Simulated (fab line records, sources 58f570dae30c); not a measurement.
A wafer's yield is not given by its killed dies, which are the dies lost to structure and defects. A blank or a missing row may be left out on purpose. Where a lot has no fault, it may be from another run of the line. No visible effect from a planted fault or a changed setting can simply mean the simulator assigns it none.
One fault through the eyes of 2 desks ; flow berkeley cmos170 ; each desk holds nothing but its own numbers, with what lay behind them at the end

## METROLOGY DESK
What the gauges read for every lot (on any tool): the sampled wafers with a number, averaged. Marked OUT: a lot whose mean sits more than 4 standard deviations from the usual mean, which makes it out of limits; the brackets give that distance.
Columns: A = ACTIVE_OVL at UCB170_ACTIVE_OVL_MEAS_14, usual 1 nm; B = FIELD_OXIDE_LEFT_1_THK at UCB170_FIELD_THK_MEAS_90, usual 441 nm; C = NLDD_TW at UCB170_NLDD_TW_MEAS_11, usual 2212; D = NLDD_RS at UCB170_SDANNEAL_RS_MEAS_05, usual 616.4 ohm/sq
lot;first seen here;A;B;C;D
L951;day 4 00:47;-1;457;2200;615.3
L953;day 4 14:13;-4;432;2215;615.7
L954;day 4 21:37;-3;442;2195;615.1
L956;day 5 03:38;7;433;2218;617.4
L958;day 5 18:19;-5;445;2212;618.0
L957;day 5 18:32;4;435;2189;616.4
L959;day 6 02:29;8;435;2192;617.3
L962;day 6 16:44;1;449;2255;617.4
L965;day 7 17:05;-1;437;2109 (-4.1) OUT;666.3 (+42) OUT
L968;day 8 01:16;2;434;2169;665.9 (+41) OUT
L971;day 8 14:05;1;443;2188;616.8
L972;day 8 19:57;1;432;2189;616.1
L973;day 8 20:13;-4;436;2241;616.7
L974;day 8 20:30;2;423;2211;618.2
This desk finds L965, L968 out of limits, with the earliest case on L965 at day 9 13:22 (NLDD_TW at UCB170_NLDD_TW_MEAS_11). In limits: L951, L953, L954, L956, L958, L957, L959, L962, L971, L972, L973, L974.

## TOOL OWNER'S DESK, implanter-03
For each lot that ran on this tool, the mean over its sampled wafers that have a number, from the tool's own readings at UCB170_NLDD_IMPLANT_08. Marked OUT: a lot whose mean sits more than 4 standard deviations from the usual mean, which makes it out of limits; the brackets give that distance.
Columns: A = dose ions cm2 at UCB170_NLDD_IMPLANT_08, usual 5e+13; B = faraday current uA at UCB170_NLDD_IMPLANT_08, usual 158.4
lot;first seen here;A;B
L953;day 6 21:59;5e+13;159.1
L954;day 7 06:16;5e+13;158.5
L957;day 7 17:22;5e+13;160.2
L965;day 9 12:58;4e+13 (-99 or more) OUT;123.0 (-12) OUT
L968;day 9 23:52;4e+13 (-99 or more) OUT;123.5 (-12) OUT
Finding of this desk: L965, L968 out of limits; the first was L965 at day 9 12:58, on dose ions cm2 at UCB170_NLDD_IMPLANT_08. In limits: L953, L954, L957.

## TAKEN TOGETHER
The tool owner's desk could have raised an alarm at day 9 12:58, on L965, L968.
An alarm was possible from the metrology desk at day 9 13:22, on L965, L968.
On implanter-03, each named lot ran UCB170_NLDD_IMPLANT_08.

## WHAT THE SIMULATOR HAD INSERTED
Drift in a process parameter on implanter-03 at UCB170_NLDD_IMPLANT_08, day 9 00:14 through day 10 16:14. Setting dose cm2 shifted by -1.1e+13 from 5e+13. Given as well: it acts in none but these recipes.
Lots struck among those shown: L965, L968.
Hours from the fault's start to each desk's first reading out of limits: the tool owner's desk, 13; the metrology desk, 13.
